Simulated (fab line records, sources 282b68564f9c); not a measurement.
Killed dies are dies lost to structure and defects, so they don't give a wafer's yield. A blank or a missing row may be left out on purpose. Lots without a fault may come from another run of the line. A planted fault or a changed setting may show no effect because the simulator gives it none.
Which tool did it? | flow rit_cmos | 14 lots, 42 wafers sampled, at 4 steps of a route of 202

WHAT THE GAUGES READ, wafer by wafer
RIT_NWELL_OVL_MEAS_06. Usual: NWELL_OVL 0.7 nm, standard deviation 1.6.
lot  | measured    | on         | NWELL_OVL (nm) | flag
L497 | day 1 22:50 | overlay-01 | 0.6 0.3 -1.1   |
L498 | day 2 02:02 | overlay-01 | 1.7 1.5 0.2    |
L499 | day 2 09:00 | overlay-01 | 0.2 -0.8 -1.3  |
L500 | day 2 13:19 | overlay-01 | 2.4 5.8 1.7    |
L501 | day 2 17:11 | overlay-02 | 0.1 1.6 2.1    |
L502 | day 3 00:54 | overlay-01 | 1.4 -0.1 0.6   |
L503 | day 3 04:18 | overlay-01 | -0.4 -0.5 -0.4 |
L504 | day 3 09:10 | overlay-02 | 1.5 1.6 0.7    |
L506 | day 3 21:16 | overlay-02 | -0.1 1.0 1.0   |
L507 | day 4 01:59 | overlay-01 | -0.7 -1.7 -1.0 |
L513 | day 5 07:46 | overlay-01 | -0.4 -1.0 0.5  |
L514 | day 5 14:22 | overlay-01 | -0.6 -0.6 -1.3 |
L517 | day 6 13:49 | overlay-02 | -0.4 0.3 -0.8  |
L520 | day 7 04:19 | overlay-01 | 1.8 -0.5 1.1   |

RIT_NSD_OVL_MEAS_06. Usual: NSD_OVL 0.5 nm, standard deviation 1.5.
lot  | measured    | on         | NSD_OVL (nm)   | flag
L497 | day 3 00:44 | overlay-01 | 1.3 2.7 1.4    |
L498 | day 3 05:40 | overlay-01 | 0.4 -1.1 0.2   |
L499 | day 3 15:12 | overlay-02 | 1.8 -0.7 -1.0  |
L500 | day 3 21:18 | overlay-01 | 1.3 2.0 -0.6   |
L501 | day 4 03:29 | overlay-02 | -1.6 -2.8 -1.6 |
L502 | day 4 06:34 | overlay-02 | 3.3 1.6 1.2    |
L503 | day 4 11:15 | overlay-01 | -2.4 0.2 -2.0  |
L504 | day 4 16:18 | overlay-02 | 4.5 3.5 3.1    |
L506 | day 5 04:52 | overlay-01 | -0.8 -0.8 -0.9 |
L507 | day 5 11:29 | overlay-02 | -0.3 2.1 -0.9  |
L513 | day 6 22:12 | overlay-01 | -1.0 1.3 2.4   |
L514 | day 7 11:23 | overlay-02 | 1.0 1.1 1.1    |
L517 | day 8 02:12 | overlay-02 | 0.0 1.9 -0.2   |
L520 | day 8 16:32 | overlay-02 | 0.3 -2.5 -1.2  |

WHICH TOOL RAN EACH LOT (tool, then ch and the chambers of the sampled wafers, then the start)
lot  | RIT_NRETRO_STRIP_09                 | RIT_NLDD_STRIP_09
L497 | plasma_asher-01 ch 0,1, day 2 07:46 | plasma_asher-02 ch 0,1, day 2 19:35
L498 | plasma_asher-01 ch 0, day 2 11:01   | plasma_asher-04 ch 0,1, day 2 23:20
L499 | plasma_asher-02 ch 0, day 2 18:14   | plasma_asher-04 ch 0,1, day 3 10:04
L500 | plasma_asher-02 ch 0,1, day 2 23:16 | plasma_asher-03 ch 0,1, day 3 16:13
L501 | plasma_asher-02 ch 0,1, day 3 04:43 | plasma_asher-04 ch 0,1, day 3 21:13
L502 | plasma_asher-01 ch 0,1, day 3 09:53 | plasma_asher-04 ch 0, day 4 00:14
L503 | plasma_asher-01 ch 0,1, day 3 13:59 | plasma_asher-04 ch 0,1, day 4 05:58
L504 | plasma_asher-02 ch 0,1, day 3 19:15 | plasma_asher-03 ch 0,1, day 4 11:01
L506 | plasma_asher-03 ch 0,1, day 4 08:14 | plasma_asher-03 ch 0,1, day 4 23:34
L507 | plasma_asher-03 ch 0, day 4 11:38   | plasma_asher-03 ch 0,1, day 5 06:20
L513 | plasma_asher-02 ch 0,1, day 5 19:11 | plasma_asher-04 ch 0,1, day 6 16:52
L514 | plasma_asher-01 ch 0,1, day 6 04:18 | plasma_asher-04 ch 0,1, day 7 06:05
L517 | plasma_asher-02 ch 0,1, day 7 02:25 | plasma_asher-02 ch 0,1, day 7 21:07
L520 | plasma_asher-01 ch 0,1, day 7 15:47 | plasma_asher-02 ch 0,1, day 8 09:44
- RIT_NRETRO_STRIP_09: strips in O2, time 180 s.
- RIT_NLDD_STRIP_09: strips in O2, time 180 s.

WHAT THE TOOLS THEMSELVES READ (means of the sampled wafers that have a number; where no wafer has one, the mark that the record gives instead)
RIT_NRETRO_STRIP_09. Usual: chamber_pressure_mTorr 4000 mTorr, standard deviation 3.2; drypump_motor_current_A 5.8 A, standard deviation 0.54.
lot  | tool            | chamber_pressure_mTorr (mTorr) | drypump_motor_current_A (A) | flag
L497 | plasma_asher-01 | 4000                           | 5.7                         |
L498 | plasma_asher-01 | 3999                           | 5.4                         |
L499 | plasma_asher-02 | 3998                           | 6.6                         |
L500 | plasma_asher-02 | 3999                           | 5.9                         |
L501 | plasma_asher-02 | 3998                           | 5.8                         |
L502 | plasma_asher-01 | 4000                           | 5.7                         |
L503 | plasma_asher-01 | 3998                           | 5.6                         |
L504 | plasma_asher-02 | 4001                           | 6.2                         |
L506 | plasma_asher-03 | 3999                           | 5.4                         |
L507 | plasma_asher-03 | 4000                           | 6.3                         |
L513 | plasma_asher-02 | 3999                           | 5.9                         |
L514 | plasma_asher-01 | 3995                           | 5.6                         |
L517 | plasma_asher-02 | 3997                           | 6.2                         |
L520 | plasma_asher-01 | 3999                           | 5.7                         |

RIT_NLDD_STRIP_09. Usual: chamber_pressure_mTorr 4000 mTorr, standard deviation 3.6; drypump_motor_current_A 5.8 A, standard deviation 0.52.
lot  | tool            | chamber_pressure_mTorr (mTorr) | drypump_motor_current_A (A) | flag
L497 | plasma_asher-02 | 4000                           | 6.2                         |
L498 | plasma_asher-04 | 3998                           | 5.9                         |
L499 | plasma_asher-04 | 3999                           | 5.6                         |
L500 | plasma_asher-03 | 4000                           | 5.4                         |
L501 | plasma_asher-04 | 3996                           | 5.6                         |
L502 | plasma_asher-04 | 4002                           | 5.4                         |
L503 | plasma_asher-04 | 3999                           | 5.9                         |
L504 | plasma_asher-03 | 4001                           | 5.4                         |
L506 | plasma_asher-03 | 3999                           | 5.9                         |
L507 | plasma_asher-03 | 4001                           | 5.4                         |
L513 | plasma_asher-04 | 2002                           | 5.9                         | OFF
L514 | plasma_asher-04 | 1994                           | 5.9                         | OFF
L517 | plasma_asher-02 | 4001                           | 6.2                         |
L520 | plasma_asher-02 | 4000                           | 6.2                         |

THE ANSWER, worked out from the rows above alone
Rule: a lot is off if the mean of its wafers that have a number lies more than 3 standard deviations from the usual mean. A lot without any number at a reading at which 4 lots or more have one is off too. The other lots that the step has rows for count as sound. The gauges are gone through in route order, then the tools' own readings, and for those a lot's mean is taken as printed above. The first step at which some lot is off is used, and at that step the reading that is off furthest; a lot without a number counts as furthest.
Off: L513, L514, at RIT_NLDD_STRIP_09 (chamber_pressure_mTorr).
A tool fits if, at that step or a process step before it, it ran every lot that is off, and no sound lot after the first of them. One fits: plasma_asher-04 at RIT_NLDD_STRIP_09. Its last sound lot is L503 (day 4 05:58), its first lot that is off L513 (day 6 16:52): a fault that began between those two fits.
The tool's own readings at RIT_NLDD_STRIP_09 bear it out: on the lots that are off they differ by more than 5 times the standard deviation of the sound lots' means. chamber_pressure_mTorr reads 1998 mTorr there against 4000 mTorr on the sound lots.

WHAT THE SIMULATOR HAD PUT IN
Process parameter drift: plasma_asher-04, from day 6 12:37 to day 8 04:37, at RIT_NLDD_STRIP_09. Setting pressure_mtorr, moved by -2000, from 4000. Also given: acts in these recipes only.
Lots struck among those shown: L513, L514. The rule above found the same.
